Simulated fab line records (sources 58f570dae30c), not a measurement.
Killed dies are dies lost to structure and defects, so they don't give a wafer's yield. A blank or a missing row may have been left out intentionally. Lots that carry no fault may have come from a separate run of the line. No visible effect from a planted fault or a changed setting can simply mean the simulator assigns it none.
A struck lot beside a sound one / flow berkeley_cmos170 / 16 steps out of a route of 331
Sound: wafers L649.1, L649.2, L649.6. Wafers L655.2, L655.5, L655.6 were the ones struck. At the end, the cause is stated.
At each step with rows: each side's tool, then ch and its chambers, then its first start. Under that, the readings that differ: sound wafers / struck wafers / difference of the means / sigmas: that difference in standard deviations of wafers without a fault.
alike: same words and numbers on both sides, and readings whose means sit less than 2 such deviations apart. not compared: any withheld reading, any reading some wafer has no value for, any bound like >300 that may hide the same value, and any number with overlapping values for which the record gives no deviation.
Wherever a step has rows on one side only, a row that says differs or no value, or a row with sigmas, the two part there. Numbers that don't overlap but have no deviation are shown without sigmas and don't part them. A reading that every wafer of one side lacks parts them only if that side has two wafers or more.

UCB170_NWELL_THK_MEAS_02:
  sound: film_metro-03 at day 2 14:47; struck: film_metro-01 at day 3 20:01
  alike: NWELL_OXIDE_THK
then, 2 steps without rows for these wafers: UCB170_NWELL_ANNEAL_03 (time 900 s); UCB170_NWELL_CVD_04 (deposits Si3N4 from SiH2Cl2/NH3, target thk 224 nm, time 3360 s).
UCB170_NWELL_THK_MEAS_05:
  sound: film_metro-03 at day 2 21:49; struck: film_metro-04 at day 4 03:05
  alike: NWELL_NITRIDE_THK
then, 6 steps without rows for these wafers: UCB170_NWELL_HMDS_06 (prime time 60 s); UCB170_NWELL_COAT_07 (resist thk 900 nm); UCB170_NWELL_SOFTBAKE_08 (time 60 s); UCB170_NWELL_EXPOSE_09 (exposes mask NWELL, target cd 3000 nm); UCB170_NWELL_PEB_10; UCB170_NWELL_DEVELOP_11 (develop time 45 s).
UCB170_NWELL_OVL_MEAS_12:
  sound: overlay-02 at day 2 23:44; struck: overlay-02 at day 4 04:47
  alike: NWELL_OVL
UCB170_NWELL_ETCH_13: etches Si3N4 in CH3F/Ar/O2, stops on SiO2, target depth 246.4 nm, time 154 s.
  sound on rie_diel-03 ch 0,1,2, day 2 23:46; struck on rie_diel-03 ch 1,2, day 4 04:49
  alike: O2_flow_sccm, drypump_motor_current_A, oes_product_au, throttle_valve_pct
  not compared: rf_hours_counter_h
UCB170_NWELL_IMPLANT_14:
  sound on implanter-03 ch 0, day 2 23:52; struck on implanter-04 ch 0, day 4 04:57
reading=dose_ions_cm2; sound=9.995e+12 1.0016e+13 1.0016e+13; struck=1.6011e+13 1.5996e+13 1.6007e+13; difference=+5.9957e+12; sigmas=+99 or more
reading=faraday_current_uA; sound=32.9 31.7 31.8; struck=50.8 51.1 51.8; difference=+19.1; sigmas=+34
  alike: end_station_pressure_torr
UCB170_NWELL_STRIP_15: strips in O2.
  sound on plasma_asher-02 ch 0,1, day 3 00:01; struck on plasma_asher-02 ch 0,1, day 4 05:05
  alike: drypump_motor_current_A, o2_flow_sccm, oes_product_au, strip_time_to_endpoint_s
  not compared: rf_hours_counter_h
UCB170_NWELL_TW_MEAS_16:
  sound: film_metro-04 at day 3 00:07; struck: film_metro-01 at day 4 05:25
reading=NWELL_TW; sound=1225 1225 1229; struck=1450 1451 1454; difference=+225; sigmas=+20
  not compared: hold
UCB170_M3_PROBE_99:
  the record has rows for the sound wafers here (prober-01, day 9 08:58) and none for the struck ones

## WHERE THEY PART
At UCB170_NWELL_IMPLANT_14 first; at UCB170_M3_PROBE_99 last (within this record only).

WHY: the cause the simulator had injected
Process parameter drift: implanter-04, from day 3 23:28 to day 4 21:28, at UCB170_NWELL_IMPLANT_14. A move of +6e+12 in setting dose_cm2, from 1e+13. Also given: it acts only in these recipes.
